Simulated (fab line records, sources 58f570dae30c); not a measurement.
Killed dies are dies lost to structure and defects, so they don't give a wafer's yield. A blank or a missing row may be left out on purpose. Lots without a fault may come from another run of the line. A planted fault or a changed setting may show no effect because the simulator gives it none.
fab line records | flow berkeley_cmos170 | part 1 of 2: steps 1 to 24 of 33
record lots=5 wafers=15 last_day=12
route steps=331 shown PLDD@154 NLDD@158 SPACER@171 PSD@175
lots that met no fault: from a run of the same line without faults
start_h: hours from the record's first day to the start of the lot's first wafer shown | wait_h: hours since the lot's step before | " the same as in the row above | L1.1+2: a row that stands for several wafers | - no value, or no start given | * or withheld: withheld | < > ~ a bound
route shown NAME@n: a module of which the file shows steps, and the number in the route of the first | usual: mean/standard deviation of fault-free wafers | same: alike in all rows | chamber/n: place in a boat | sites: the reading at each site | _std_site: their standard deviation | _edge_site: outer sites' mean less inner sites' | radius_mm: how far each site lies from the wafer's centre | mask NAME#n: copy n | behind: the tool/chamber that last shaped the wafer | hold: why the lot was held/for how many hours/how that ended | device: the transistor (n, p or np) that didn't switch | end of line: the same wafers' tests at the end of the route | a step without rows: its recipe alone | killed: dies lost to structure and defects at the first sort, not the wafer's yield | map: a wafer's dies, x killed, . not, _ none there
set.NAME: the setting as run; set.NAME@STEP: as run at that earlier step | model.NAME: the simulator's own value behind a step, which no gauge read
lots at some steps of the route; a table a step, a row a wafer
services: from which hour (start_h, from the record's first day; less than 0 if before it) a tool's chamber was out of use, for how many hours, and why
## steps
# step UCB170_PLDD_IMPLANT_09
# recipe species=BF2 dose_cm2=5e+13 energy_kev=10 tilt_deg=7 rotation_deg=180
# usual beam_energy_keV=10.000/0.0034
# columns lot.wafer tool chamber start_h wait_h beam_energy_keV
L078.1 implanter-01 0 137.33 0.1 9.999
L078.3 " 0 " " 10.001
L078.4 " 0 " " 10.001
L086.1 implanter-04 0 167.57 0.1 10.004
L086.3 " 0 " " 10.005
L086.5 " 0 " " 10.004
L090.1 implanter-01 0 190.83 0.1 9.997
L090.2 " 0 " " 10.000
L090.5 " 0 " " 10.001
L094.2 implanter-01 0 228.22 0.1 10.000
L094.3 " 0 " " 10.005
L094.6 " 0 " " 10.000
L097.3 implanter-04 0 238.78 0.1 9.999
L097.4 " 0 " " 10.000
L097.6 " 0 " " 9.997
# step UCB170_PLDD_STRIP_10
# recipe chemistry=O2 power_w=400 pressure_mtorr=3500 platen_temp_c=withheld o2_flow_sccm=400 overash_fraction=0.5
# usual drypump_motor_current_A=5.81/0.25 oes_product_au=0.735/0.0053 strip_time_to_endpoint_s=21.71/0.052
# columns lot.wafer tool chamber start_h wait_h drypump_motor_current_A oes_product_au rf_hours_counter_h strip_time_to_endpoint_s
L078.1 plasma_asher-02 0 137.48 0.1 5.94 0.736 2 21.70
L078.3 " 1 " " 6.07 0.745 - 21.74
L078.4 " 0 " " 5.95 0.729 - 21.67
L086.1 plasma_asher-01 1 167.72 0.1 5.59 0.736 40 21.59
L086.3 " 1 " " 5.59 0.735 - 21.66
L086.5 " 1 " " 5.60 0.733 - 21.67
L090.1 plasma_asher-02 0 190.98 0.1 5.91 0.735 9 21.80
L090.2 " 1 " " 6.07 0.736 9 21.78
L090.5 " 1 " " 6.08 0.726 - 21.79
L094.2 plasma_asher-01 0 228.35 0.1 5.50 0.736 46 21.77
L094.3 " 1 " " 5.60 0.733 - 21.73
L094.6 " 1 " " 5.59 0.743 - 21.69
L097.3 plasma_asher-01 0 238.92 0.1 5.52 0.732 - 21.69
L097.4 " 1 " " 5.58 0.731 - 21.72
L097.6 " 1 " " 5.58 0.744 - 21.73
# step UCB170_PLDD_TW_MEAS_11
# usual PLDD_TW=1000/11
# columns lot.wafer tool chamber start_h wait_h PLDD_TW
L078.1 film_metro-03 - 137.58 0.1 985
L078.3 " - " " 984
L078.4 " - " " 984
L086.1 film_metro-02 - 167.82 0.1 1009
L086.3 " - " " 1009
L086.5 " - " " 1015
L090.1 film_metro-03 - 191.08 0.1 981
L090.2 " - " " 987
L090.5 " - " " 984
L094.2 film_metro-03 - 228.46 0.1 991
L094.3 " - " " 990
L094.6 " - " " 989
L097.3 film_metro-01 - 239.03 0.1 1002
L097.4 " - " " 999
L097.6 " - " " 1007
# step UCB170_PLDD_CLEAN_12
# recipe chemistry=SPM temp_c=120 time_s=600
# columns lot.wafer tool chamber start_h wait_h
L078.1+3+4 wet_bench-01 1 137.64 0.1
L086.1+3+5 wet_bench-02 0 167.88 0.1
L090.1+2+5 wet_bench-02 1 191.16 0.1
L094.2+3+6 wet_bench-02 1 230.51 2.0
L097.3+4+6 wet_bench-03 3 239.08 0.0
# step UCB170_NLDD_HMDS_00
# recipe prime_time_s=60 prime_temp_c=100
# usual chill_plate_temp_C=23.01/0.11
# columns lot.wafer tool chamber start_h wait_h chill_plate_temp_C
L078.1 litho_track-01 0 137.83 0.0 22.94
L078.3 " 0 " " 23.14
L078.4 " 0 " " 23.09
L086.1 litho_track-03 0 168.12 0.0 22.84
L086.3 " 0 " " 23.00
L086.5 " 0 " " 23.03
L090.1 litho_track-02 0 191.35 0.0 23.11
L090.2 " 0 " " 23.17
L090.5 " 0 " " 22.98
L094.2 litho_track-01 0 230.73 0.0 23.05
L094.3 " 0 " " 22.91
L094.6 " 0 " " 22.97
L097.3 litho_track-01 0 239.85 0.6 23.02
L097.4 " 0 " " 22.79
L097.6 " 0 " " 22.95
# step UCB170_NLDD_COAT_01
# recipe resist=KrF spin_rpm=1500 resist_thk_nm=900
# usual chill_plate_temp_C=23.00/0.12 spin_speed_rpm=1500.1/0.96
# columns lot.wafer tool chamber start_h wait_h chill_plate_temp_C spin_speed_rpm
L078.1 litho_track-01 0 137.98 0.1 22.91 1501.5
L078.3 " 0 " " 22.88 1500.2
L078.4 " 0 " " 22.83 1502.2
L086.1 litho_track-03 0 168.27 0.1 23.15 1500.4
L086.3 " 0 " " 23.07 1500.6
L086.5 " 0 " " 23.12 1499.6
L090.1 litho_track-02 0 191.50 0.1 22.89 1499.7
L090.2 " 0 " " 23.01 1500.6
L090.5 " 0 " " 23.08 1500.1
L094.2 litho_track-01 0 230.88 0.1 22.89 1501.0
L094.3 " 0 " " 23.05 1500.2
L094.6 " 0 " " 22.97 1501.7
L097.3 litho_track-01 0 240.00 0.1 22.95 1500.7
L097.4 " 0 " " 22.99 1500.5
L097.6 " 0 " " 23.02 1502.9
# step UCB170_NLDD_SOFTBAKE_02
# recipe resist=KrF temp_c=130 time_s=60
# usual chill_plate_temp_C=22.97/0.096 plate_temp_C=130.02/0.14
# columns lot.wafer tool chamber start_h wait_h chill_plate_temp_C plate_temp_C
L078.1 litho_track-01 0 138.13 0.1 22.97 129.87
L078.3 " 0 " " 22.84 130.19
L078.4 " 0 " " 22.81 130.07
L086.1 litho_track-03 0 168.42 0.1 22.93 130.06
L086.3 " 0 " " 23.12 130.05
L086.5 " 0 " " 23.07 130.06
L090.1 litho_track-02 0 191.65 0.1 22.92 130.10
L090.2 " 0 " " 23.00 130.11
L090.5 " 0 " " 23.05 129.98
L094.2 litho_track-01 0 231.03 0.1 22.96 129.99
L094.3 " 0 " " 23.04 130.06
L094.6 " 0 " " 22.86 130.08
L097.3 litho_track-01 0 240.15 0.1 23.03 130.22
L097.4 " 0 " " 23.04 129.99
L097.6 " 0 " " 22.97 129.99
# step UCB170_NLDD_EXPOSE_03
# recipe mask_id=NSELECT na=0.5 sigma_outer=0.6 source_shape=conventional target_cd_nm=1200 dose_mj=30
# usual stage_vel_mm_s=500.00/0.25
# columns lot.wafer tool chamber start_h wait_h mask stage_vel_mm_s
L078.1 krf_scanner-02 0 138.28 0.1 NSELECT#0 500.30
L078.3 " 0 " " NSELECT#0 500.16
L078.4 " 0 " " NSELECT#0 500.17
L086.1 krf_scanner-01 0 168.57 0.1 NSELECT#0 500.18
L086.3 " 0 " " NSELECT#0 500.06
L086.5 " 0 " " NSELECT#0 499.96
L090.1 krf_scanner-01 0 191.92 0.2 NSELECT#0 499.88
L090.2 " 0 " " NSELECT#0 500.17
L090.5 " 0 " " NSELECT#0 500.22
L094.2 krf_scanner-01 0 231.30 0.2 NSELECT#0 500.07
L094.3 " 0 " " NSELECT#0 500.03
L094.6 " 0 " " NSELECT#0 500.27
L097.3 krf_scanner-02 0 240.50 0.3 NSELECT#0 500.02
L097.4 " 0 " " NSELECT#0 499.96
L097.6 " 0 " " NSELECT#0 500.19
# step UCB170_NLDD_PEB_04
# recipe peb_temp_c=130 peb_time_s=withheld resist=KrF
# usual chill_plate_temp_C=22.99/0.098 plate_temp_C=130.02/0.13
# columns lot.wafer tool chamber start_h wait_h chill_plate_temp_C plate_temp_C
L078.1 litho_track-02 0 138.69 0.4 23.05 130.01
L078.3 " 0 " " 22.96 130.08
L078.4 " 0 " " 22.98 130.10
L086.1 litho_track-02 0 168.94 0.3 23.04 130.43
L086.3 " 0 " " 22.91 130.21
L086.5 " 0 " " 23.09 130.18
L090.1 litho_track-02 0 192.04 0.1 22.98 129.80
L090.2 " 0 " " 22.89 130.04
L090.5 " 0 " " 22.95 129.99
L094.2 litho_track-01 0 231.42 0.1 22.84 130.03
L094.3 " 0 " " 22.96 129.93
L094.6 " 0 " " 22.89 130.03
L097.3 litho_track-03 0 240.82 0.3 23.10 129.94
L097.4 " 0 " " 23.04 130.09
L097.6 " 0 " " 23.23 129.95
# step UCB170_NLDD_DEVELOP_05
# recipe developer=TMAH develop_time_s=45 resist=KrF dev_temp_c=21
# usual chill_plate_temp_C=23.04/0.11
# same develop_time_s=45
# columns lot.wafer tool chamber start_h wait_h chill_plate_temp_C
L078.1 litho_track-02 0 - - 23.00
L078.3 " 0 " " 23.20
L078.4 " 0 " " 23.13
L086.1 litho_track-02 0 - - 22.95
L086.3 " 0 " " 23.06
L086.5 " 0 " " 23.01
L090.1 litho_track-02 0 - - 22.88
L090.2 " 0 " " 22.90
L090.5 " 0 " " 23.03
L094.2 litho_track-01 0 - - 23.07
L094.3 " 0 " " 22.99
L094.6 " 0 " " 23.00
L097.3 litho_track-03 0 - - 22.99
L097.4 " 0 " " 23.12
L097.6 " 0 " " 23.15
# step UCB170_NLDD_CD_MEAS_06
# recipe target_cd_nm=1200
# usual cd_nm=1200.1/1.6
# columns lot.wafer tool chamber start_h wait_h cd_nm
L078.1 cd_sem-02 - 139.02 - 1200.1
L078.3 " - " " 1199.6
L078.4 " - " " 1200.2
L086.1 cd_sem-01 - 169.33 - 1203.2
L086.3 " - " " 1203.5
L086.5 " - " " 1201.9
L090.1 cd_sem-01 - 192.31 - 1198.7
L090.2 " - " " 1200.8
L090.5 " - " " 1199.0
L094.2 cd_sem-01 - 231.69 - 1201.2
L094.3 " - " " 1198.6
L094.6 " - " " 1200.3
L097.3 cd_sem-02 - 241.09 - 1200.3
L097.4 " - " " 1199.3
L097.6 " - " " 1199.9
# step UCB170_NLDD_OVL_MEAS_07
# usual NLDD_OVL=-2/7.5
# columns lot.wafer tool chamber start_h wait_h NLDD_OVL[nm]
L078.1 overlay-02 - 139.14 0.1 -5
L078.3 " - " " -3
L078.4 " - " " 0
L086.1 overlay-02 - 169.45 0.1 0
L086.3 " - " " -8
L086.5 " - " " -3
L090.1 overlay-01 - 192.43 0.1 -15
L090.2 " - " " -8
L090.5 " - " " -1
L094.2 overlay-02 - 231.80 0.1 0
L094.3 " - " " -2
L094.6 " - " " -5
L097.3 overlay-01 - 241.18 0.1 -7
L097.4 " - " " 1
L097.6 " - " " 2
# step UCB170_NLDD_IMPLANT_08
# recipe species=As dose_cm2=5e+13 energy_kev=30 tilt_deg=7 rotation_deg=0
# usual beam_energy_keV=30.003/0.009
# columns lot.wafer tool chamber start_h wait_h beam_energy_keV
L078.1 implanter-02 0 139.17 0.0 30.003
L078.3 " 0 " " 29.991
L078.4 " 0 " " 30.003
L086.1 implanter-01 0 169.48 0.0 30.014
L086.3 " 0 " " 30.010
L086.5 " 0 " " 30.012
L090.1 implanter-03 0 192.47 0.0 30.002
L090.2 " 0 " " 29.991
L090.5 " 0 " " 30.016
L094.2 implanter-03 0 231.85 0.0 29.989
L094.3 " 0 " " 29.989
L094.6 " 0 " " 29.994
L097.3 implanter-02 0 241.25 0.1 30.007
L097.4 " 0 " " 30.005
L097.6 " 0 " " 29.996
# step UCB170_NLDD_IMPLANT_09
# recipe species=As dose_cm2=5e+13 energy_kev=30 tilt_deg=7 rotation_deg=180
# usual beam_energy_keV=29.999/0.0091
# columns lot.wafer tool chamber start_h wait_h beam_energy_keV
L078.1 implanter-02 0 139.32 0.1 29.995
L078.3 " 0 " " 30.007
L078.4 " 0 " " 30.003
L086.1 implanter-01 0 169.63 0.1 29.996
L086.3 " 0 " " 30.000
L086.5 " 0 " " 29.997
L090.1 implanter-03 0 192.62 0.1 30.006
L090.2 " 0 " " 30.009
L090.5 " 0 " " 30.000
L094.2 implanter-03 0 232.00 0.1 29.992
L094.3 " 0 " " 29.995
L094.6 " 0 " " 29.981
L097.3 implanter-02 0 241.40 0.1 29.996
L097.4 " 0 " " 29.987
L097.6 " 0 " " 29.995
# step UCB170_NLDD_STRIP_10
# recipe chemistry=O2 power_w=400 pressure_mtorr=3500 platen_temp_c=withheld o2_flow_sccm=400 overash_fraction=0.5
# usual drypump_motor_current_A=5.95/0.17 oes_product_au=0.734/0.0044 strip_time_to_endpoint_s=21.67/0.069
# columns lot.wafer tool chamber start_h wait_h drypump_motor_current_A oes_product_au rf_hours_counter_h strip_time_to_endpoint_s
L078.1 plasma_asher-03 0 139.47 0.1 6.03 0.733 44 21.69
L078.3 " 0 " " 6.04 0.729 - 21.69
L078.4 " 1 " " 5.72 0.729 - 21.74
L086.1 plasma_asher-03 1 169.78 0.1 5.72 0.730 47 21.58
L086.3 " 1 " " 5.72 0.739 - 21.61
L086.5 " 0 " " 6.02 0.739 - 21.62
L090.1 plasma_asher-03 0 192.77 0.1 5.99 0.739 50 21.74
L090.2 " 1 " " 5.72 0.737 50 21.66
L090.5 " 0 " " 6.00 0.736 - 21.71
L094.2 plasma_asher-03 0 232.13 0.1 6.01 0.729 53 21.63
L094.3 " 1 " " 5.73 0.734 - 21.72
L094.6 " 1 " " 5.71 0.736 - 21.70
L097.3 plasma_asher-03 0 241.53 0.1 6.02 0.739 - 21.68
L097.4 " 1 " " 5.74 0.734 - 21.73
L097.6 " 1 " " 5.73 0.736 - 21.72
# step UCB170_NLDD_TW_MEAS_11
# usual NLDD_TW=2187/25
# columns lot.wafer tool chamber start_h wait_h NLDD_TW
L078.1 film_metro-03 - 139.57 0.1 2172
L078.3 " - " " 2158
L078.4 " - " " 2159
L086.1 film_metro-01 - 169.88 0.1 2196
L086.3 " - " " 2208
L086.5 " - " " 2204
L090.1 film_metro-03 - 192.87 0.1 2164
L090.2 " - " " 2151
L090.5 " - " " 2160
L094.2 film_metro-01 - 232.24 0.1 2206
L094.3 " - " " 2195
L094.6 " - " " 2196
L097.3 film_metro-03 - 241.62 0.1 2152
L097.4 " - " " 2171
L097.6 " - " " 2164
# step UCB170_NLDD_CLEAN_12
# recipe chemistry=SPM temp_c=120 time_s=600
# columns lot.wafer tool chamber start_h wait_h
L078.1+3+4 wet_bench-01 2 139.63 0.1
L086.1+3+5 wet_bench-04 1 170.10 0.2
L090.1+2+5 wet_bench-03 2 192.93 0.1
L094.2+3+6 wet_bench-04 1 233.52 1.3
L097.3+4+6 wet_bench-03 2 241.70 0.1
# step UCB170_SPACER_CVD_00
# recipe material=SiO2 target_thk_nm=376 temp_c=390 precursor=TEOS/O2 time_s=47 rf_w=550 pressure_mtorr=9000
# usual heater_power_w=278/68
# columns lot.wafer tool chamber start_h wait_h heater_power_w
L078.1 pecvd-03 2 139.82 0.0 256
L078.3 " 0 " " 194
L078.4 " 2 " " 264
L086.1 pecvd-01 1 170.28 0.0 341
L086.3 " 2 " " 389
L086.5 " 2 " " 402
L090.1 pecvd-04 0 193.10 0.0 221
L090.2 " 2 " " 396
L090.5 " 1 " " 246
L094.2 pecvd-03 0 233.69 0.0 189
L094.3 " 1 " " 249
L094.6 " 1 " " 263
L097.3 pecvd-01 0 241.89 0.0 276
L097.4 " 2 " " 389
L097.6 " 1 " " 303
# step UCB170_SPACER_THK_MEAS_01
# recipe reads=SiO2_of_SPACER_CVD_00
# usual SPACER_TEOS_THK=374/5.6
# columns lot.wafer tool chamber start_h wait_h SPACER_TEOS_THK[nm]
L078.1 film_metro-04 - 139.87 0.0 364
L078.3 " - " " 373
L078.4 " - " " 375
L086.1 film_metro-01 - 170.32 0.0 361
L086.3 " - " " 366
L086.5 " - " " 375
L090.1 film_metro-04 - 193.15 0.0 384
L090.2 " - " " 369
L090.5 " - " " 371
L094.2 film_metro-02 - 233.75 0.0 378
L094.3 " - " " 368
L094.6 " - " " 377
L097.3 film_metro-01 - 241.95 0.0 372
L097.4 " - " " 379
L097.6 " - " " 375
# step UCB170_SPACER_ANNEAL_02
# recipe temp_c=900 time_s=1800 ambient=N2
# usual spike_tc_centre_C=902.4/1.2 spike_tc_load_C=920.9/1.6 tube_center_temp_C_max=902.3/0.36 zone_power_centre_pct=43/3.4
# columns lot.wafer tool chamber start_h wait_h spike_tc_centre_C spike_tc_load_C tube_center_temp_C_max zone_power_centre_pct
L078.1 furnace-02 0 141.73 1.9 901.4 921.5 902.9 41
L078.3 " 0 " " 902.4 918.9 902.2 42
L078.4 " 0 " " 900.9 919.1 902.4 41
L086.1 furnace-02 0 171.62 1.3 903.6 919.6 902.3 42
L086.3 " 0 " " 901.7 920.5 902.7 41
L086.5 " 0 " " 905.9 919.6 902.8 41
L090.1 furnace-02 0 194.83 1.7 902.9 920.3 903.3 42
L090.2 " 0 " " 901.9 920.5 902.2 41
L090.5 " 0 " " 901.6 920.4 901.9 42
L094.2 furnace-01 0 237.02 3.3 901.5 923.1 902.5 49
L094.3 " 0 " " 903.2 923.6 902.1 49
L094.6 " 0 " " 902.4 925.2 902.2 50
L097.3 furnace-02 0 244.04 2.1 903.6 920.0 902.9 42
L097.4 " 0 " " 901.2 920.3 902.6 41
L097.6 " 0 " " 901.5 920.9 902.2 42
# step UCB170_SPACER_ETCHBACK_03
# recipe stop_on=Si target=SiO2 chemistry=CHF3/CF4/Ar CHF3_flow_sccm=50 cf4_flow_sccm=10 Ar_flow_sccm=120 pressure_mtorr=200 rf_w=500 target_depth_a=3760 time_s=100
# usual cf4_flow_sccm=9.998/0.03 drypump_motor_current_A=5.7/0.45 oes_product_au=0.902/0.017 throttle_valve_pct=6.55/0.095
# columns lot.wafer tool chamber start_h wait_h cf4_flow_sccm drypump_motor_current_A oes_product_au rf_hours_counter_h throttle_valve_pct
L078.1 rie_diel-02 2 143.23 0.0 9.974 5.4 0.886 108 6.66
L078.3 " 0 " " 9.948 6.0 0.919 32 6.57
L078.4 " 1 " " 9.971 5.2 0.895 107 6.41
L086.1 rie_diel-04 1 173.12 0.0 9.936 6.4 0.865 101 6.48
L086.3 " 3 " " 9.983 5.7 0.895 115 6.35
L086.5 " 3 " " 9.968 5.7 0.915 - 6.35
L090.1 rie_diel-01 1 196.33 0.0 9.981 5.9 0.906 1 6.61
L090.2 " 2 " " 9.965 6.5 0.892 95 6.57
L090.5 " 2 " " 10.054 6.5 0.891 - 6.56
L094.2 rie_diel-04 3 238.52 0.0 10.003 5.7 0.915 117 6.36
L094.3 " 2 " " 10.060 5.4 0.873 126 6.59
L094.6 " 0 " " 9.995 5.7 0.934 - 6.66
L097.3 rie_diel-04 3 245.54 0.0 10.021 5.7 0.907 118 6.35
L097.4 " 2 " " 9.981 5.4 0.890 126 6.59
L097.6 " 0 " " 10.040 5.7 0.917 - 6.68
# step UCB170_PSD_HMDS_00
# recipe prime_time_s=60 prime_temp_c=100
# usual chill_plate_temp_C=23.00/0.1
# columns lot.wafer tool chamber start_h wait_h chill_plate_temp_C
L078.1 litho_track-01 0 143.31 0.0 23.04
L078.3 " 0 " " 23.04
L078.4 " 0 " " 22.95
L086.1 litho_track-04 0 173.21 0.1 22.95
L086.3 " 0 " " 23.10
L086.5 " 0 " " 22.90
L090.1 litho_track-04 0 196.64 0.3 23.02
L090.2 " 0 " " 22.98
L090.5 " 0 " " 22.98
L094.2 litho_track-03 0 238.62 0.1 22.92
L094.3 " 0 " " 22.98
L094.6 " 0 " " 23.11
L097.3 litho_track-04 0 246.09 0.5 23.18
L097.4 " 0 " " 23.10
L097.6 " 0 " " 22.98
# step UCB170_PSD_COAT_01
# recipe resist=KrF spin_rpm=1500 resist_thk_nm=900
# usual chill_plate_temp_C=23.00/0.11 spin_speed_rpm=1500.0/0.95
# columns lot.wafer tool chamber start_h wait_h chill_plate_temp_C spin_speed_rpm
L078.1 litho_track-01 0 143.46 0.1 22.99 1501.2
L078.3 " 0 " " 23.02 1501.8
L078.4 " 0 " " 23.09 1500.0
L086.1 litho_track-04 0 173.36 0.1 22.98 1500.3
L086.3 " 0 " " 22.91 1500.8
L086.5 " 0 " " 22.86 1500.4
L090.1 litho_track-04 0 196.79 0.1 23.07 1500.2
L090.2 " 0 " " 22.98 1500.5
L090.5 " 0 " " 22.96 1501.5
L094.2 litho_track-03 0 238.77 0.1 23.14 1500.5
L094.3 " 0 " " 22.93 1499.9
L094.6 " 0 " " 22.97 1499.2
L097.3 litho_track-04 0 246.24 0.1 22.84 1500.6
L097.4 " 0 " " 22.77 1498.6
L097.6 " 0 " " 22.95 1499.5
# step UCB170_PSD_SOFTBAKE_02
# recipe resist=KrF temp_c=130 time_s=60
# usual chill_plate_temp_C=23.01/0.11 plate_temp_C=129.99/0.14
# columns lot.wafer tool chamber start_h wait_h chill_plate_temp_C plate_temp_C
L078.1 litho_track-01 0 143.61 0.1 22.99 129.87
L078.3 " 0 " " 22.91 129.82
L078.4 " 0 " " 22.98 130.04
L086.1 litho_track-04 0 173.51 0.1 23.10 129.89
L086.3 " 0 " " 23.08 129.93
L086.5 " 0 " " 23.03 130.11
L090.1 litho_track-04 0 196.94 0.1 22.78 129.84
L090.2 " 0 " " 22.82 130.03
L090.5 " 0 " " 22.92 129.85
L094.2 litho_track-03 0 238.92 0.1 22.87 129.99
L094.3 " 0 " " 22.95 129.89
L094.6 " 0 " " 23.01 129.83
L097.3 litho_track-04 0 246.39 0.1 23.00 130.02
L097.4 " 0 " " 22.94 130.05
L097.6 " 0 " " 22.89 130.18
